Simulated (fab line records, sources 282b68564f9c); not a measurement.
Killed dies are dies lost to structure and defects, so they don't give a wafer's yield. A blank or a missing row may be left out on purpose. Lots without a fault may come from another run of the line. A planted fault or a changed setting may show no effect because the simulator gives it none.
One fault seen from 2 desks | flow rit_cmos | each desk has only its own numbers; what lay behind them comes last

THE METROLOGY DESK
What the gauges read, lot by lot, whatever tool the lot ran on: means of the sampled wafers that have a number. A lot is out of limits, marked OUT, if its mean lies more than 4 standard deviations from the usual mean; the brackets give that distance.
Columns: A = GATE_OVL at RIT_GATE_OVL_MEAS_17, usual 0.1 nm; B = PLDD_OVL at RIT_PLDD_OVL_MEAS_06, usual -0.2 nm; C = M1_AL_RS at RIT_M1_RS_MEAS_01, usual 0.0730 ohm/sq; D = M1_AL_THK at RIT_M1_THK_MEAS_02, usual 405 nm
lot  | first seen here | A    | B    | C                | D
L714 | day 2 18:46     | -1.3 | 0.8  | 0.0723           | 409
L715 | day 2 21:08     | 2.0  | -1.1 | 0.0733           | 406
L716 | day 3 08:19     | -0.8 | -0.2 | 0.0730           | 403
L717 | day 3 08:34     | -0.4 | 0.5  | 0.0723           | 408
L718 | day 3 13:30     | 0.9  | 0.8  | 0.0729           | 404
L720 | day 3 21:14     | 0.0  | 0.1  | 0.0730           | 409
L719 | day 3 21:32     | -0.4 | 0.3  | 0.0745           | 399
L722 | day 4 04:38     | 0.2  | -0.5 | 0.0728           | 404
L728 | day 5 12:52     | -0.9 | 0.2  | 0.0601 (-19) OUT | 494 (+23) OUT
L730 | day 5 20:14     | 0.4  | -0.4 | 0.0598 (-20) OUT | 493 (+23) OUT
L733 | day 6 12:28     | 2.9  | 1.0  | 0.0737           | 404
L735 | day 6 23:15     | -0.6 | -1.2 | 0.0736           | 403
L736 | day 7 07:31     | 1.0  | -1.5 | 0.0716           | 413
L737 | day 7 09:04     | -1.0 | -0.1 | 0.0735           | 402
This desk's finding: out of limits on L728, L730; first on L728, day 6 05:29 (M1_AL_RS at RIT_M1_RS_MEAS_01). In limits: L714, L715, L716, L717, L718, L720, L719, L722, L733, L735, L736, L737.

THE TOOL OWNER'S DESK: pvd_sputter-02
The tool's own readings at RIT_M1_SPUTTER_00 (material Al, target thk 400 nm, time 500 s): means of the sampled wafers that have a number, for each lot that ran on this tool. A lot is out of limits, marked OUT, if its mean lies more than 4 standard deviations from the usual mean; the brackets give that distance.
Columns: A = throttle_valve_pct at RIT_M1_SPUTTER_00, usual 30.0 %
lot  | first seen here | A
L715 | day 3 16:15     | 30.2
L716 | day 4 02:04     | 30.9
L728 | day 6 05:12     | 30.0
L730 | day 6 13:58     | 30.1
This desk's finding: nothing out of limits on any of the 4 lots.

PUT TOGETHER
The metrology desk could have raised an alarm at day 6 05:29, on L728, L730.
The tool owner's desk saw nothing out of limits.
The tool owner's desk has L728, L730 on record, within its limits.
Of the lots named, all ran RIT_M1_SPUTTER_00 on pvd_sputter-02.

WHAT THE SIMULATOR HAD PUT IN
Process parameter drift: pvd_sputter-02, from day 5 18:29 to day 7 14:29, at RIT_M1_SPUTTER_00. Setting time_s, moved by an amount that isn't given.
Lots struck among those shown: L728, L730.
Hours from the fault's start to each desk's first reading out of limits: the metrology desk, 11.
